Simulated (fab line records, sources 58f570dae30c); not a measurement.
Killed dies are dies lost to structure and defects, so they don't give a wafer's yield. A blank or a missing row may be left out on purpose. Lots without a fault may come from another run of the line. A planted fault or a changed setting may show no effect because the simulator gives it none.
Which tool did it? | flow berkeley_cmos170 | 15 lots, 45 wafers sampled, at 4 steps of a route of 331

WHAT THE GAUGES READ, wafer by wafer
UCB170_START_BOW_MEAS_00.
lot  | measured    | on            | INCOMING_BOW (um)
L244 | day 1 20:00 | film_metro-02 | -2 -2 2
L245 | day 2 01:00 | film_metro-03 | 3 -9 2
L246 | day 2 06:00 | film_metro-02 | -5 1 2
L247 | day 2 11:00 | film_metro-02 | 0 -6 5
L248 | day 2 16:00 | film_metro-04 | 8 7 -11
L249 | day 2 21:00 | film_metro-03 | -4 -11 -11
L250 | day 3 02:01 | film_metro-03 | -1 12 0
L252 | day 3 12:02 | film_metro-02 | 5 -5 4
L253 | day 3 17:01 | film_metro-04 | 0 -2 0
L257 | day 4 13:01 | film_metro-04 | 0 -4 3
L258 | day 4 18:02 | film_metro-02 | -2 -2 6
L260 | day 5 04:00 | film_metro-04 | -1 -8 -13
L261 | day 5 09:02 | film_metro-03 | -8 12 0
L263 | day 5 19:02 | film_metro-02 | -7 -13 -2
L264 | day 6 00:00 | film_metro-04 | -6 -4 2

UCB170_PSD_OVL_MEAS_07.
lot  | measured     | on         | PSD_OVL (nm)
L244 | day 8 09:04  | overlay-01 | -4 -8 -6
L245 | day 8 09:13  | overlay-02 | -2 -5 -3
L246 | day 8 09:29  | overlay-02 | 2 -5 0
L247 | day 8 09:16  | overlay-01 | -6 -7 -11
L248 | day 9 05:56  | overlay-02 | -166 -164 -162
L249 | day 9 06:22  | overlay-01 | 2 7 5
L250 | day 9 13:09  | overlay-02 | -8 1 -5
L252 | day 9 13:19  | overlay-01 | -165 -163 -159
L253 | day 10 11:19 | overlay-01 | -161 -162 -160
L257 | day 10 17:15 | overlay-02 | -12 0 -1
L258 | day 10 17:48 | overlay-02 | 6 4 -2
L260 | day 11 09:16 | overlay-01 | 9 4 12
L261 | day 11 21:20 | overlay-02 | 8 1 2
L263 | day 11 20:47 | overlay-01 | 4 4 3
L264 | day 11 20:30 | overlay-02 | -6 1 1

UCB170_SDANNEAL_RS_MEAS_04: measures by four-point-probe.
lot  | measured     | on            | PLDD_RS (ohm/sq)
L244 | day 8 12:41  | film_metro-03 | 1030.6 1031.8 1031.4
L245 | day 8 13:07  | film_metro-02 | 1028.1 1028.6 1025.2
L246 | day 8 13:14  | film_metro-03 | 1033.8 1033.8 1034.0
L247 | day 8 12:56  | film_metro-04 | 1031.1 1030.7 1031.5
L248 | day 9 09:24  | film_metro-03 | 1037.1 1033.6 1035.2
L249 | day 9 09:52  | film_metro-02 | 1030.0 1025.8 1029.1
L250 | day 9 16:19  | film_metro-03 | 1032.7 1031.8 1034.3
L252 | day 9 17:19  | film_metro-02 | 1025.6 1031.9 1029.8
L253 | day 10 14:53 | film_metro-04 | 1027.4 1029.9 1026.7
L257 | day 10 21:36 | film_metro-03 | 1032.7 1030.6 1030.3
L258 | day 10 21:48 | film_metro-04 | 1023.1 1024.6 1022.3
L260 | day 11 14:07 | film_metro-02 | 1029.1 1031.4 1027.5
L261 | day 12 01:25 | film_metro-02 | 1031.2 1030.7 1029.8
L263 | day 12 01:33 | film_metro-03 | 1029.2 1030.7 1032.1
L264 | day 12 00:39 | film_metro-02 | 1027.0 1029.4 1031.7

WHICH TOOL RAN EACH LOT (tool, then ch and the chambers of the sampled wafers, then the start)
lot  | UCB170_PSD_EXPOSE_03
L244 | krf_scanner-01 ch 0, day 8 08:30
L245 | krf_scanner-01 ch 0, day 8 08:37
L246 | krf_scanner-02 ch 0, day 8 08:58
L247 | krf_scanner-01 ch 0, day 8 08:44
L248 | krf_scanner-01 ch 0, day 9 04:55
L249 | krf_scanner-02 ch 0, day 9 05:13
L250 | krf_scanner-02 ch 0, day 9 12:08
L252 | krf_scanner-01 ch 0, day 9 12:23
L253 | krf_scanner-01 ch 0, day 10 10:49
L257 | krf_scanner-02 ch 0, day 10 16:20
L258 | krf_scanner-02 ch 0, day 10 16:36
L260 | krf_scanner-02 ch 0, day 11 08:43
L261 | krf_scanner-02 ch 0, day 11 20:27
L263 | krf_scanner-02 ch 0, day 11 19:53
L264 | krf_scanner-02 ch 0, day 11 19:35
- UCB170_PSD_EXPOSE_03: exposes mask PSELECT MOD, target cd 1200 nm.

WHAT THE TOOLS THEMSELVES READ (means of the sampled wafers that have a number; where no wafer has one, the mark that the record gives instead)
The record holds no such reading with a usual standard deviation.

THE ANSWER, worked out from the rows above alone
Rule: what is usual is taken from the lots themselves. Put in order of their means at a reading, lots are off if they are a third of the lots or fewer, leave a main group of 4 or more, and stand apart from it by a gap of 3 or more times the standard deviation of the main group's means; of several such gaps the widest counts. A main group whose means are all the same, to the digits that the tables above print for the reading, isn't used. A lot without any number at a reading at which 4 lots or more have one is off too. The other lots that the step has rows for count as sound. The gauges are gone through in route order, then the tools' own readings, and for those a lot's mean is taken as printed above. The first step at which some lot is off is used, and at that step the reading that is off furthest; a lot without a number counts as furthest.
Off: L248, L252, L253, at UCB170_PSD_OVL_MEAS_07 (PSD_OVL). The main group: mean -0 nm, standard deviation 4.8.
A tool fits if, at a process step before that reading, it ran every lot that is off, and no sound lot after the first of them. The gauges at UCB170_PSD_OVL_MEAS_07 are tried like those tools. One fits: krf_scanner-01 at UCB170_PSD_EXPOSE_03. Its last sound lot is L247 (day 8 08:44), its first lot that is off L248 (day 9 04:55): a fault that began between those two fits.

WHAT THE SIMULATOR HAD PUT IN
Scanner matching overlay: krf_scanner-01, from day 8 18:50 on, at UCB170_PSD_EXPOSE_03. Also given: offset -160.
Lots struck among those shown: L248, L252, L253. The rule above found the same.
